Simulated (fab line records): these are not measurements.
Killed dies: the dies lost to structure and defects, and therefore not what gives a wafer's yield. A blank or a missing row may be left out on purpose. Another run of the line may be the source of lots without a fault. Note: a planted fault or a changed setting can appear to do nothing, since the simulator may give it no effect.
Split-lot study / flow rit cmos / 5 lots, 23 wafers read, on a route of 202 steps

== THE SPLIT ITSELF ==
At RIT_PLDD_COAT_01 (resist thk 1000 nm), the setting spin rpm was moved away from the recipe's 3250 rpm on 8 of the 23 wafers read, by -7.4% to -2.3%. For the rest of the wafers, this setting stayed at what the recipe calls for.

== FROM THE SPLIT TO THE READING: what the file shows between them, 3 steps ==
- RIT_PLDD_SOFTBAKE_02: time 60 s
- RIT_PLDD_EXPOSE_03: exposes mask M8, target cd 40900 nm
- RIT_PLDD_DEVELOP_05: develop time 50 s

== THE READING ==
NOVOLAK_of_PLDD_COAT_01.thk nm (the simulator's own value, which no gauge read), in nm, at RIT_PLDD_HARDBAKE_07 (time 60 s). There is no usual value for it anywhere in the file. Here, 15 wafers ran the recipe; their average is 884.2 nm with a standard deviation of 2.7 nm.

wafer=L074.2; tool, chamber at the split=litho track-03, 0; spin rpm as run, rpm=3250; against the recipe=recipe; NOVOLAK_of_PLDD_COAT_01.thk nm, nm=889.5; against lot-mates on the recipe=-
wafer=L074.3; tool, chamber at the split=litho track-03, 0; spin rpm as run, rpm=3250; against the recipe=recipe; NOVOLAK_of_PLDD_COAT_01.thk nm, nm=886.8; against lot-mates on the recipe=-
wafer=L074.4; tool, chamber at the split=litho track-03, 0; spin rpm as run, rpm=3250; against the recipe=recipe; NOVOLAK_of_PLDD_COAT_01.thk nm, nm=888.3; against lot-mates on the recipe=-
wafer=L076.2; tool, chamber at the split=litho track-03, 0; spin rpm as run, rpm=3175; against the recipe=-2.3%; NOVOLAK_of_PLDD_COAT_01.thk nm, nm=890.7; against lot-mates on the recipe=+7.8
wafer=L076.3; tool, chamber at the split=litho track-03, 0; spin rpm as run, rpm=3250; against the recipe=recipe; NOVOLAK_of_PLDD_COAT_01.thk nm, nm=883.8; against lot-mates on the recipe=-
wafer=L076.4; tool, chamber at the split=litho track-03, 0; spin rpm as run, rpm=3250; against the recipe=recipe; NOVOLAK_of_PLDD_COAT_01.thk nm, nm=882; against lot-mates on the recipe=-
wafer=L076.5; tool, chamber at the split=litho track-03, 0; spin rpm as run, rpm=3175; against the recipe=-2.3%; NOVOLAK_of_PLDD_COAT_01.thk nm, nm=891.7; against lot-mates on the recipe=+8.8
wafer=L076.6; tool, chamber at the split=litho track-03, 0; spin rpm as run, rpm=3175; against the recipe=-2.3%; NOVOLAK_of_PLDD_COAT_01.thk nm, nm=892.3; against lot-mates on the recipe=+9.4
wafer=L077.2; tool, chamber at the split=litho track-01, 0; spin rpm as run, rpm=3250; against the recipe=recipe; NOVOLAK_of_PLDD_COAT_01.thk nm, nm=881.4; against lot-mates on the recipe=-
wafer=L077.3; tool, chamber at the split=litho track-01, 0; spin rpm as run, rpm=3250; against the recipe=recipe; NOVOLAK_of_PLDD_COAT_01.thk nm, nm=885.4; against lot-mates on the recipe=-
wafer=L077.4; tool, chamber at the split=litho track-01, 0; spin rpm as run, rpm=3250; against the recipe=recipe; NOVOLAK_of_PLDD_COAT_01.thk nm, nm=885.3; against lot-mates on the recipe=-
wafer=L077.5; tool, chamber at the split=litho track-01, 0; spin rpm as run, rpm=3250; against the recipe=recipe; NOVOLAK_of_PLDD_COAT_01.thk nm, nm=884.4; against lot-mates on the recipe=-
wafer=L077.6; tool, chamber at the split=litho track-01, 0; spin rpm as run, rpm=3250; against the recipe=recipe; NOVOLAK_of_PLDD_COAT_01.thk nm, nm=886; against lot-mates on the recipe=-
wafer=L080.1; tool, chamber at the split=litho track-01, 0; spin rpm as run, rpm=3010; against the recipe=-7.4%; NOVOLAK_of_PLDD_COAT_01.thk nm, nm=918.5; against lot-mates on the recipe=+35.2
wafer=L080.3; tool, chamber at the split=litho track-01, 0; spin rpm as run, rpm=3010; against the recipe=-7.4%; NOVOLAK_of_PLDD_COAT_01.thk nm, nm=916; against lot-mates on the recipe=+32.7
wafer=L080.4; tool, chamber at the split=litho track-01, 0; spin rpm as run, rpm=3250; against the recipe=recipe; NOVOLAK_of_PLDD_COAT_01.thk nm, nm=885.8; against lot-mates on the recipe=-
wafer=L080.5; tool, chamber at the split=litho track-01, 0; spin rpm as run, rpm=3250; against the recipe=recipe; NOVOLAK_of_PLDD_COAT_01.thk nm, nm=880.8; against lot-mates on the recipe=-
wafer=L080.6; tool, chamber at the split=litho track-01, 0; spin rpm as run, rpm=3010; against the recipe=-7.4%; NOVOLAK_of_PLDD_COAT_01.thk nm, nm=919.3; against lot-mates on the recipe=+36.0
wafer=L084.1; tool, chamber at the split=litho track-02, 0; spin rpm as run, rpm=3021; against the recipe=-7.0%; NOVOLAK_of_PLDD_COAT_01.thk nm, nm=909.9; against lot-mates on the recipe=+28.5
wafer=L084.2; tool, chamber at the split=litho track-02, 0; spin rpm as run, rpm=3250; against the recipe=recipe; NOVOLAK_of_PLDD_COAT_01.thk nm, nm=882; against lot-mates on the recipe=-
wafer=L084.3; tool, chamber at the split=litho track-02, 0; spin rpm as run, rpm=3250; against the recipe=recipe; NOVOLAK_of_PLDD_COAT_01.thk nm, nm=880.1; against lot-mates on the recipe=-
wafer=L084.4; tool, chamber at the split=litho track-02, 0; spin rpm as run, rpm=3021; against the recipe=-7.0%; NOVOLAK_of_PLDD_COAT_01.thk nm, nm=911.4; against lot-mates on the recipe=+30.0
wafer=L084.5; tool, chamber at the split=litho track-02, 0; spin rpm as run, rpm=3250; against the recipe=recipe; NOVOLAK_of_PLDD_COAT_01.thk nm, nm=882.1; against lot-mates on the recipe=-

THE FIT
A straight line over all 23 wafers: NOVOLAK_of_PLDD_COAT_01.thk nm changes by -4.24 nm for each +1% of spin rpm; r = -0.98; the points scatter about the line by 2.9 nm.
The same after taking each lot's own level away (the mean of its wafers on the recipe; 23 wafers): -4.48 nm for each +1%; r = -0.99; scatter 1.8 nm.
Per that fit: largest spin rpm move, reading shift of 33 nm.
The lots' own levels span 881.40 to 888.20 nm, that is 2.5 times the standard deviation above.
The two slopes are in agreement: the lot-to-lot level therefore moves the slope only a little.
Check: with one of the wafers moved furthest among these (-7.4%) left out of the fit, the line predicts +32.3 nm for it against its lot-mates. It came out at +35.2 nm against them.

== THESE WAFERS: OTHER SPLITS ==
Other splits were also applied to these wafers ahead of the reading. Each is held against what the fit with the lots' levels taken away leaves over:
other split on the same wafers=RIT_ACTIVE_CVD_03 sih2cl2 flow sccm; wafers away from the commonest value=15; r with NOVOLAK_of_PLDD_COAT_01.thk nm (lot level and that fit taken away)=-0.28
other split on the same wafers=RIT_NWELL_HARDBAKE_07 temp c; wafers away from the commonest value=7; r with NOVOLAK_of_PLDD_COAT_01.thk nm (lot level and that fit taken away)=-0.38
other split on the same wafers=RIT_PWELL_SOFTBAKE_02 temp c; wafers away from the commonest value=9; r with NOVOLAK_of_PLDD_COAT_01.thk nm (lot level and that fit taken away)=+0.28
other split on the same wafers=RIT_PWELL_IMPLANT_08 dose cm2; wafers away from the commonest value=10; r with NOVOLAK_of_PLDD_COAT_01.thk nm (lot level and that fit taken away)=-0.02
other split on the same wafers=RIT_NRETRO_COAT_01 spin rpm; wafers away from the commonest value=8; r with NOVOLAK_of_PLDD_COAT_01.thk nm (lot level and that fit taken away)=+0.13
other split on the same wafers=RIT_NRETRO_DEVELOP_05 develop time s; wafers away from the commonest value=6; r with NOVOLAK_of_PLDD_COAT_01.thk nm (lot level and that fit taken away)=+0.00
other split on the same wafers=RIT_GATE_COAT_11 spin rpm; wafers away from the commonest value=6; r with NOVOLAK_of_PLDD_COAT_01.thk nm (lot level and that fit taken away)=+0.31
other split on the same wafers=RIT_GATE_ETCH_19 over etch frac; wafers away from the commonest value=7; r with NOVOLAK_of_PLDD_COAT_01.thk nm (lot level and that fit taken away)=+0.23
other split on the same wafers=RIT_NLDD_IMPLANT_08 energy kev; wafers away from the commonest value=7; r with NOVOLAK_of_PLDD_COAT_01.thk nm (lot level and that fit taken away)=+0.07

== THE WHOLE CHAIN: every reading that the file lists as answering this split, in the file's order ==
step=RIT_PLDD_COAT_01; what it does=resist thk 1000 nm; reading=NOVOLAK_of_PLDD_COAT_01.thk nm (the simulator's own value, which no gauge read); change (the file's fit)=-5.03 nm for each +1% of the setting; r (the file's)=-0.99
step=RIT_PLDD_HARDBAKE_07; what it does=time 60 s; reading=NOVOLAK_of_PLDD_COAT_01.thk nm (the simulator's own value, which no gauge read); change (the file's fit)=-4.4 nm for each +1% of the setting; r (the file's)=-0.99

== THE FILE'S OWN FIT ==
NOVOLAK_of_PLDD_COAT_01.thk nm changes by -4.4 nm for each +1% of spin rpm, r = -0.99.
